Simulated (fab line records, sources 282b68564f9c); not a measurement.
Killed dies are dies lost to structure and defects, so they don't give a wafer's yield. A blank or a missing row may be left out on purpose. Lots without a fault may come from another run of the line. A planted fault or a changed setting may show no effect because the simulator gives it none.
Tool commonality check | flow rit_cmos | 15 lots, 45 wafers sampled

WHY IT WAS OPENED
At RIT_SPACER_THK_MEAS_04 the reading SPACER_NITRIDE_THK is flagged on 3 of 15 lots. Wafers without a fault read 250.5 nm, standard deviation 2.
Rule: a lot is flagged when every wafer of it that has a number lies more than 4 standard deviations from that mean, or none has a number. The other lots count as sound.

lot  | measured    | on            | SPACER_NITRIDE_THK (nm), wafer by wafer | flag
L536 | day 2 23:05 | film_metro-04 | 246.6 248.5 248.4                       |
L537 | day 3 02:07 | film_metro-01 | 250.0 250.9 253.1                       |
L538 | day 3 09:20 | film_metro-01 | 250.4 251.6 249.8                       |
L540 | day 3 19:47 | film_metro-04 | 249.4 250.2 247.8                       |
L541 | day 3 23:14 | film_metro-01 | 251.7 252.8 252.1                       |
L542 | day 4 02:57 | film_metro-02 | 251.1 249.2 248.7                       |
L544 | day 4 13:16 | film_metro-04 | 248.5 251.6 249.8                       |
L546 | day 4 23:30 | film_metro-02 | 248.9 250.3 248.4                       |
L547 | day 5 04:27 | film_metro-02 | 252.8 252.1 251.2                       |
L551 | day 6 00:17 | film_metro-01 | 251.6 253.3 252.3                       |
L552 | day 6 05:40 | film_metro-02 | 251.1 249.9 248.4                       |
L553 | day 6 11:14 | film_metro-04 | 266.6 267.2 266.1                       | FLAGGED
L554 | day 6 16:26 | film_metro-04 | 265.6 265.9 265.1                       | FLAGGED
L557 | day 7 08:40 | film_metro-01 | 250.9 250.7 250.4                       |
L558 | day 7 13:47 | film_metro-04 | 264.8 268.2 267.2                       | FLAGGED
The numbers of the flagged lots are 266.3 nm on average: +15.8 nm against the usual, or +8 standard deviations.

WHICH TOOL RAN EACH LOT
The record holds 1 process step before the reading, out of a route of 202 steps. In each cell: the tool, then ch and the chambers that the sampled wafers went through, then the start.
lot  | flag    | RIT_SPACER_CVD_03
L536 |         | lpcvd-01 ch 1, day 2 21:10
L537 |         | lpcvd-01 ch 1, day 3 00:12
L538 |         | lpcvd-02 ch 0, day 3 07:26
L540 |         | lpcvd-02 ch 0, day 3 17:52
L541 |         | lpcvd-02 ch 0, day 3 21:19
L542 |         | lpcvd-02 ch 0, day 4 01:02
L544 |         | lpcvd-02 ch 0, day 4 11:21
L546 |         | lpcvd-01 ch 0, day 4 21:35
L547 |         | lpcvd-02 ch 0, day 5 02:32
L551 |         | lpcvd-02 ch 1, day 5 22:22
L552 |         | lpcvd-01 ch 1, day 6 03:44
L553 | FLAGGED | lpcvd-02 ch 1, day 6 09:18
L554 | FLAGGED | lpcvd-02 ch 0, day 6 14:31
L557 |         | lpcvd-01 ch 0, day 7 06:44
L558 | FLAGGED | lpcvd-02 ch 1, day 7 11:52
What these steps do:
- RIT_SPACER_CVD_03: deposits Si3N4 from SiH2Cl2/NH3, target thk 250 nm, time 3300 s.
- RIT_SPACER_THK_MEAS_04

FLAGGED OVER TOTAL, TOOL BY TOOL (the gauges that took the reading come last)
step                   | tool          | lots run | flagged | share of the flagged lots | sound lots run after its first flagged lot
RIT_SPACER_CVD_03      | lpcvd-01      | 5        | 0       | none                      | -
RIT_SPACER_CVD_03      | lpcvd-02      | 10       | 3       | all                       | 0
RIT_SPACER_THK_MEAS_04 | film_metro-01 | 5        | 0       | none                      | -
RIT_SPACER_THK_MEAS_04 | film_metro-02 | 4        | 0       | none                      | -
RIT_SPACER_THK_MEAS_04 | film_metro-04 | 6        | 3       | all                       | 0

WHAT THE TABLE ALLOWS
2 rows of the table ran every flagged lot: lpcvd-02 at RIT_SPACER_CVD_03, film_metro-04 at RIT_SPACER_THK_MEAS_04.
- lpcvd-02 at RIT_SPACER_CVD_03: 3 of its 10 lots flagged. Its last sound lot is L551 (day 5 22:22), its first flagged lot L553 (day 6 09:18): a fault that began between those two fits. Its own readings lie more than 4 standard deviations out on every wafer of the flagged lots: sih2cl2_flow_sccm.
- film_metro-04 at RIT_SPACER_THK_MEAS_04: 3 of its 6 lots flagged. Its last sound lot is L544 (day 4 13:16), its first flagged lot L553 (day 6 11:14): a fault that began between those two fits.
Counting lots can't tell these 2 tools apart, because each fits a fault that began at some hour. More lots, or a look at what each step does to the wafer, might.

WHAT THE SIMULATOR HAD PUT IN
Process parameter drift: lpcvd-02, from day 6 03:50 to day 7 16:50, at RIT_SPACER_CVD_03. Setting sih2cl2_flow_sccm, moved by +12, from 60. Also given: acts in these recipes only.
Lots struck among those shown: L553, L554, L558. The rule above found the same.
